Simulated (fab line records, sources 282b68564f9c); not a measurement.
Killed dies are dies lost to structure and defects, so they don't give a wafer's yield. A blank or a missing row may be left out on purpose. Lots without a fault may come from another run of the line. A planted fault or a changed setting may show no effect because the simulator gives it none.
fab line records | flow rit_cmos
record lots=6 wafers=18 last_day=7
route steps=202 shown PWELL@43 WELLDRIVE@50 NWELL@51 NRETRO@53 M1@202
lots that met no fault: from a run of the same line without faults
start_h: hours from the record's first day to the start of the lot's first wafer shown | wait_h: hours since the lot's step before | " the same as in the row above | L1.1+2: a row that stands for several wafers | - no value, or no start given | * or withheld: withheld | < > ~ a bound
route shown NAME@n: a module of which the file shows steps, and the number in the route of the first | usual: mean/standard deviation of fault-free wafers | same: alike in all rows | chamber/n: place in a boat | sites: the reading at each site | _std_site: their standard deviation | _edge_site: outer sites' mean less inner sites' | radius_mm: how far each site lies from the wafer's centre | mask NAME#n: copy n | behind: the tool/chamber that last shaped the wafer | hold: why the lot was held/for how many hours/how that ended | device: the transistor (n, p or np) that didn't switch | end of line: the same wafers' tests at the end of the route | a step without rows: its recipe alone | killed: dies lost to structure and defects at the first sort, not the wafer's yield | map: a wafer's dies, x killed, . not, _ none there
set.NAME: the setting as run; set.NAME@STEP: as run at that earlier step | model.NAME: the simulator's own value behind a step, which no gauge read
lots at some steps of the route; a table a step, a row a wafer
## steps
# step RIT_PWELL_PEB_04
# recipe resist=NOVOLAK temp_c=withheld time_s=withheld
# step RIT_PWELL_DEVELOP_05
# recipe resist=NOVOLAK develop_time_s=68 dev_temp_c=23
# step RIT_PWELL_OVL_MEAS_06
# usual PWELL_OVL=0.7/1.8
# columns lot.wafer tool chamber start_h wait_h PWELL_OVL[nm]
L409.1 overlay-02 - 41.99 - 0.7
L409.5 " - " " 1.0
L409.6 " - " " -0.3
L414.2 overlay-01 - 63.64 - 3.6
L414.4 " - " " 2.7
L414.6 " - " " 2.4
L425.1 overlay-02 - 116.97 - 1.5
L425.2 " - " " 0.2
L425.3 " - " " 1.7
L426.2 overlay-01 - 122.81 - 0.4
L426.4 " - " " -0.1
L426.5 " - " " -0.1
L428.1 overlay-01 - 132.99 - -2.9
L428.3 " - " " -2.4
L428.4 " - " " -1.3
L429.2 overlay-01 - 136.93 - 0.4
L429.3 " - " " 2.1
L429.4 " - " " 4.1
# step RIT_PWELL_HARDBAKE_07
# recipe resist=NOVOLAK temp_c=140 time_s=120
# step RIT_PWELL_IMPLANT_08
# recipe species=B energy_kev=170 dose_cm2=7e+13 tilt_deg=7
# step RIT_PWELL_STRIP_09
# recipe chemistry=O2 time_s=180 resist=NOVOLAK platen_temp_c=withheld power_w=500 pressure_mtorr=4000 o2_flow_sccm=4000
# usual chamber_pressure_mTorr=4001/3.9 drypump_motor_current_A=5.9/0.63
# columns lot.wafer tool chamber start_h wait_h chamber_pressure_mTorr drypump_motor_current_A rf_hours_counter_h
L409.1 plasma_asher-04 1 42.43 0.1 4002 5.7 25
L409.5 " 0 " " 4001 6.6 -
L409.6 " 1 " " 4002 5.7 -
L414.2 plasma_asher-02 0 64.07 0.1 4003 5.3 41
L414.4 " 1 " " 4002 5.0 -
L414.6 " 0 " " 4002 5.3 -
L425.1 plasma_asher-04 0 117.41 0.1 3994 6.6 34
L425.2 " 1 " " 4003 5.7 34
L425.3 " 0 " " 3998 6.6 -
L426.2 plasma_asher-02 1 123.24 0.1 4006 5.0 48
L426.4 " 0 " " 4004 5.3 -
L426.5 " 1 " " 3999 5.0 -
L428.1 plasma_asher-02 0 133.47 0.1 4000 5.3 49
L428.3 " 0 " " 3999 5.3 -
L428.4 " 1 " " 4004 5.0 -
L429.2 plasma_asher-04 0 137.36 0.1 4000 6.6 36
L429.3 " 0 " " 4002 6.6 -
L429.4 " 1 " " 3995 5.7 -
# step RIT_PWELL_TW_MEAS_10
# usual PWELL_TW=960/11
# columns lot.wafer tool chamber start_h wait_h PWELL_TW
L409.1 film_metro-02 - 42.60 0.1 981
L409.5 " - " " 978
L409.6 " - " " 979
L414.2 film_metro-02 - 64.25 0.1 963
L414.4 " - " " 966
L414.6 " - " " 969
L425.1 film_metro-02 - 117.58 0.1 973
L425.2 " - " " 972
L425.3 " - " " 971
L426.2 film_metro-02 - 123.43 0.1 972
L426.4 " - " " 974
L426.5 " - " " 979
L428.1 film_metro-04 - 133.65 0.1 963
L428.3 " - " " 954
L428.4 " - " " 950
L429.2 film_metro-02 - 137.55 0.1 976
L429.3 " - " " 973
L429.4 " - " " 968
# step RIT_WELLDRIVE_ANNEAL_00
# recipe temp_c=1100 time_s=14700 ambient=N2
# step RIT_WELLDRIVE_RS_MEAS_01
# recipe thk_meas_gauge=four-point-probe
# usual NWELL_RS=275.3/0.73
# columns lot.wafer tool chamber start_h wait_h NWELL_RS[ohm/sq]
L409.1 film_metro-02 - 51.56 0.0 275.8
L409.5 " - " " 275.5
L409.6 " - " " 275.8
L414.2 film_metro-04 - 69.43 0.0 274.2
L414.4 " - " " 274.4
L414.6 " - " " 274.6
L425.1 film_metro-02 - 122.86 0.0 276.7
L425.2 " - " " 275.7
L425.3 " - " " 276.0
L426.2 film_metro-04 - 128.58 0.0 275.3
L426.4 " - " " 276.0
L426.5 " - " " 276.7
L428.1 film_metro-04 - 138.79 0.0 275.5
L428.3 " - " " 274.9
L428.4 " - " " 274.8
L429.2 film_metro-03 - 142.73 0.0 274.8
L429.3 " - " " 275.8
L429.4 " - " " 275.9
# step RIT_WELLDRIVE_RS_MEAS_02
# recipe thk_meas_gauge=four-point-probe
# usual PWELL_RS=428.9/1
# columns lot.wafer tool chamber start_h wait_h PWELL_RS[ohm/sq]
L409.1 film_metro-02 - 51.68 0.1 428.2
L409.5 " - " " 426.8
L409.6 " - " " 428.4
L414.2 film_metro-04 - 69.55 0.1 428.8
L414.4 " - " " 427.2
L414.6 " - " " 428.4
L425.1 film_metro-02 - 122.98 0.1 429.8
L425.2 " - " " 429.3
L425.3 " - " " 429.2
L426.2 film_metro-04 - 128.70 0.1 429.3
L426.4 " - " " 428.3
L426.5 " - " " 428.2
L428.1 film_metro-04 - 138.91 0.1 429.9
L428.3 " - " " 430.9
L428.4 " - " " 430.1
L429.2 film_metro-03 - 142.85 0.1 428.9
L429.3 " - " " 428.0
L429.4 " - " " 429.6
# step RIT_NRETRO_HMDS_00
# recipe prime_time_s=60 prime_temp_c=140
# step RIT_NRETRO_COAT_01
# recipe resist=NOVOLAK spin_rpm=2000 resist_thk_nm=1300
# step RIT_NRETRO_SOFTBAKE_02
# recipe resist=NOVOLAK temp_c=90 time_s=60
# usual chill_plate_temp_C=23.00/0.11 plate_temp_C=90.02/0.13 run_length_s=89.14/0.24
# columns lot.wafer tool chamber start_h wait_h chill_plate_temp_C plate_temp_C run_length_s
L409.1 litho_track-02 0 52.10 0.1 22.82 90.11 89.27
L409.5 " 0 " " 22.93 90.02 89.49
L409.6 " 0 " " 22.92 90.07 89.17
L414.2 litho_track-01 0 69.97 0.1 22.94 90.20 88.77
L414.4 " 0 " " 22.90 90.22 88.82
L414.6 " 0 " " 22.76 90.20 89.21
L425.1 litho_track-01 0 123.57 0.1 22.92 90.05 93.87
L425.2 " 0 " " 22.92 90.08 93.98
L425.3 " 0 " " 22.81 90.17 94.05
L426.2 litho_track-01 0 129.13 0.1 23.21 90.11 94.06
L426.4 " 0 " " 23.06 90.01 93.99
L426.5 " 0 " " 23.18 90.01 94.01
L428.1 litho_track-03 0 139.33 0.1 22.81 90.09 89.29
L428.3 " 0 " " 22.84 90.11 89.42
L428.4 " 0 " " 22.99 90.19 89.31
L429.2 litho_track-03 0 143.30 0.1 23.02 89.93 89.63
L429.3 " 0 " " 23.13 89.93 89.49
L429.4 " 0 " " 23.07 90.00 89.23
# step RIT_NRETRO_EXPOSE_03
# recipe mask_id=M4 na=0.57 target_cd_nm=43900 dose_mj=250
# step RIT_M1_PROBE_99
# usual killed_at_contacts=0.1/0.29 killed_at_front_end=7/3 killed_dies=8/3 killed_open=3.7/2 killed_short=3.8/2.1
# same gross_dies=264 killed_at_M0_to_M3=0 killed_at_M4_up=0 killed_at_back_side=0 killed_at_other=0
# columns lot.wafer tool chamber start_h wait_h killed_at_contacts killed_at_front_end killed_dies killed_open killed_short
L409.1 prober-02 - 81.45 0.1 0 7 7 1 6
L409.5 prober-02 - 81.65 0.2 0 9 9 3 6
L409.6 prober-02 - 81.70 0.2 0 7 7 3 4
L414.2 prober-01 - 98.55 0.1 0 7 7 3 4
L414.4 prober-01 - 98.65 0.2 0 9 9 5 4
L414.6 prober-01 - 98.75 0.2 0 8 8 3 5
L425.1 prober-02 - 151.70 0.1 0 12 12 7 5
L425.2 prober-02 - 151.75 0.1 0 10 10 2 8
L425.3 prober-02 - 151.80 0.2 0 6 6 2 4
L426.2 prober-01 - 157.55 0.1 0 10 10 6 4
L426.4 prober-01 - 157.65 0.2 0 7 7 3 4
L426.5 prober-01 - 157.70 0.2 1 12 13 7 6
L428.1 prober-01 - 166.93 0.1 0 6 6 4 2
L428.3 prober-01 - 167.03 0.2 0 10 10 5 5
L428.4 prober-01 - 167.08 0.2 0 7 7 4 3
L429.2 prober-02 - 171.77 0.1 0 7 7 1 5
L429.3 prober-02 - 171.82 0.2 0 7 7 2 4
L429.4 prober-02 - 171.87 0.2 0 10 10 4 5
# killed by level:class
L409.1 FOX1:geometric_particle:short=4 FOX1:geometric_particle:open=1 GATE:geometric_particle:short=1 REOX:geometric_particle:short=1
L409.5 FOX1:geometric_particle:short=3 FOX1:geometric_particle:open=2 ACTIVE:geometric_particle:short=1 GATE:geometric_particle:short=1 REOX:geometric_particle:open=1 REOX:geometric_particle:short=1
L409.6 GATE:geometric_particle:short=3 SILICIDE:geometric_particle:open=2 GATE:geometric_particle:open=1 SILICIDE:geometric_particle:short=1
L414.2 SPACER:geometric_particle:short=2 FOX1:geometric_particle:open=1 GATE:geometric_particle:short=1 GATE:geometric_particle:open=1 REOX:geometric_particle:short=1 SPACER:geometric_particle:open=1
L414.4 GATE:geometric_particle:open=3 REOX:geometric_particle:short=2 FOX1:geometric_particle:short=1 FOX1:geometric_particle:open=1 GATE:geometric_particle:short=1 REOX:geometric_particle:open=1
L414.6 GATE:geometric_particle:short=4 FOX1:geometric_particle:open=2 SILICIDE:geometric_particle:open=1 SILICIDE:geometric_particle:short=1
L425.1 GATE:geometric_particle:open=4 SILICIDE:geometric_particle:open=3 REOX:geometric_particle:short=2 FOX1:geometric_particle:short=1 FOX2:geometric_particle:short=1 GATE:geometric_particle:short=1
L425.2 GATE:geometric_particle:short=4 REOX:geometric_particle:short=2 FOX1:geometric_particle:short=1 GATE:geometric_particle:open=1 REOX:geometric_particle:open=1 SPACER:geometric_particle:short=1
L425.3 GATE:geometric_particle:open=2 ACTIVE:geometric_particle:short=1 GATE:geometric_particle:short=1 REOX:geometric_particle:short=1 SPACER:geometric_particle:short=1
L426.2 GATE:geometric_particle:short=3 GATE:geometric_particle:open=3 FOX1:geometric_particle:open=1 FOX2:geometric_particle:open=1 SILICIDE:geometric_particle:open=1 SILICIDE:geometric_particle:short=1
L426.4 SILICIDE:geometric_particle:short=2 FOX1:geometric_particle:short=1 GATE:geometric_particle:open=1 REOX:geometric_particle:open=1 REOX:geometric_particle:short=1 SPACER:geometric_particle:open=1
L426.5 FOX1:geometric_particle:short=3 GATE:geometric_particle:short=3 GATE:geometric_particle:open=2 SPACER:geometric_particle:open=2 FOX1:geometric_particle:open=1 SILICIDE:geometric_particle:open=1 CONTACT:geometric_particle:open=1
L428.1 FOX1:geometric_particle:short=1 FOX1:geometric_particle:open=1 FOX2:geometric_particle:open=1 GATE:geometric_particle:short=1 GATE:geometric_particle:open=1 SILICIDE:geometric_particle:open=1
L428.3 FOX1:geometric_particle:open=3 GATE:geometric_particle:short=3 SPACER:geometric_particle:open=2 FOX1:geometric_particle:short=1 SPACER:geometric_particle:short=1
L428.4 FOX2:geometric_particle:open=3 REOX:geometric_particle:short=2 ACTIVE:geometric_particle:open=1 FOX2:geometric_particle:short=1
L429.2 GATE:geometric_particle:short=2 SILICIDE:geometric_particle:short=2 FOX1:geometric_particle:short=1 GATE:geometric_particle:open=1 PRETRO:coat_microbubble_printed=1
L429.3 GATE:geometric_particle:open=2 SPACER:geometric_particle:short=2 GATE:geometric_particle:short=1 SILICIDE:geometric_particle:short=1 PRETRO:coat_microbubble_printed=1
L429.4 SILICIDE:geometric_particle:short=2 FOX2:geometric_particle:short=1 GATE:geometric_particle:short=1 GATE:geometric_particle:open=1 REOX:geometric_particle:open=1 SPACER:geometric_particle:short=1 SPACER:geometric_particle:open=1 SILICIDE:geometric_particle:open=1
## key
first_sign step=RIT_NRETRO_SOFTBAKE_02 reading=run_length_s direction=up sigmas=21 usual=* struck=*
effect none on later readings
met_at RIT_NRETRO_SOFTBAKE_02
struck_wafers L425.1,L425.2,L425.3,L426.2,L426.4,L426.5
tester_left_out L425,L426
onset_between 69.97 123.57
fault kind=process_parameter_drift tool=litho_track-01 chamber=- onset_h=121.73 steps=RIT_NRETRO_SOFTBAKE_02 channel=time_s offset=* shape=step end_h=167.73 acts_in=* stated=*
# tester_left_out: of these lots the tester's yield and bins aren't shown, on N5 and GAA mostly nor the transistor test; their killed dies are dies lost to structure and defects alone, not to doping, threshold or leakage, so they don't give the yield
